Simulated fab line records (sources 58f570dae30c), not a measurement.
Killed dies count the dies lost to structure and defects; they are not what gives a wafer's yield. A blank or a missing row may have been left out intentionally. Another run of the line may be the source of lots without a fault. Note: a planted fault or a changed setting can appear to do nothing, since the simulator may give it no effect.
One fault through the eyes of 2 desks + flow berkeleyCmos170 + each desk has only its own numbers; what lay behind them comes last

== TOOL OWNER'S DESK, krfScanner-02 ==
The tool's own readings at UCB170_M3_EXPOSE_12 (exposes mask METAL3, target cd 700 nm): means of the sampled wafers that have a number, for each lot that ran on this tool. Any lot whose mean is over 4 standard deviations away from the usual mean is out of limits and marked OUT; that distance is given in the brackets.
Columns: A = exposureDoseMJCm2 at UCB170_M3_EXPOSE_12, usual 26.021
| lot  | first seen here | A                |
|------|-----------------|------------------|
| L732 | day 7 16:20     | 26.032           |
| L735 | day 8 10:43     | 26.037           |
| L737 | day 8 18:44     | 26.021           |
| L739 | day 9 07:17     | 26.038           |
| L741 | day 9 11:34     | 25.107 (-35) OUT |
| L748 | day 11 18:07    | 25.307 (-27) OUT |
This desk's finding: out of limits on L741, L748; first on L741, day 9 11:34 (exposureDoseMJCm2 at UCB170_M3_EXPOSE_12). Within limits: L732, L735, L737, L739.

== FROM THE METROLOGY DESK ==
What the gauges read, lot by lot, whatever tool the lot ran on: means of the sampled wafers that have a number. Any lot whose mean is over 4 standard deviations away from the usual mean is out of limits and marked OUT; that distance is given in the brackets.
Columns: A = V2_OVL at UCB170_V2_OVL_MEAS_13, usual 1 nm; B = cdNm at UCB170_M3_CD_MEAS_15, usual 699.6 nm
| lot  | first seen here | A  | B                |
|------|-----------------|----|------------------|
| L732 | day 7 11:54     | -1 | 699.6            |
| L735 | day 8 08:23     | 3  | 700.2            |
| L734 | day 8 08:30     | 1  | 699.9            |
| L736 | day 8 15:57     | -3 | 700.6            |
| L737 | day 8 16:19     | 4  | 700.1            |
| L739 | day 9 04:50     | -7 | 700.0            |
| L741 | day 9 09:38     | 1  | 706.6 (+4.7) OUT |
| L742 | day 9 23:22     | 4  | 699.9            |
| L744 | day 10 05:20    | -1 | 698.1            |
| L752 | day 11 12:17    | -6 | 701.7            |
| L750 | day 11 13:07    | 5  | 699.3            |
| L748 | day 11 13:39    | 5  | 704.6            |
| L754 | day 12 00:58    | -5 | 697.6            |
| L753 | day 12 01:41    | -1 | 700.7            |
This desk's finding: out of limits on L741; first on L741, day 9 12:17 (cdNm at UCB170_M3_CD_MEAS_15). Within limits: L732, L735, L734, L736, L737, L739, L742, L744, L752, L750, L748, L754, L753.

== TAKEN TOGETHER ==
At day 9 11:34, on L741, L748, the tool owner's desk was in a position to raise an alarm.
An alarm was possible from the metrology desk at day 9 12:17, on L741.
The metrology desk has L748 on record, within its limits.
UCB170_M3_EXPOSE_12 was run on krfScanner-02 by each of the lots named.

== WHAT WAS PUT IN BY THE SIMULATOR ==
Drift in process parameters on krfScanner-02 at UCB170_M3_EXPOSE_12, starting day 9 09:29. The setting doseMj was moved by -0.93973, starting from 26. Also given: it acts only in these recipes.
Struck lots among those shown: L741, L748.
Time in hours from fault onset to the first out-of-limits reading at each desk: tool owner's desk 2, metrology desk 3.
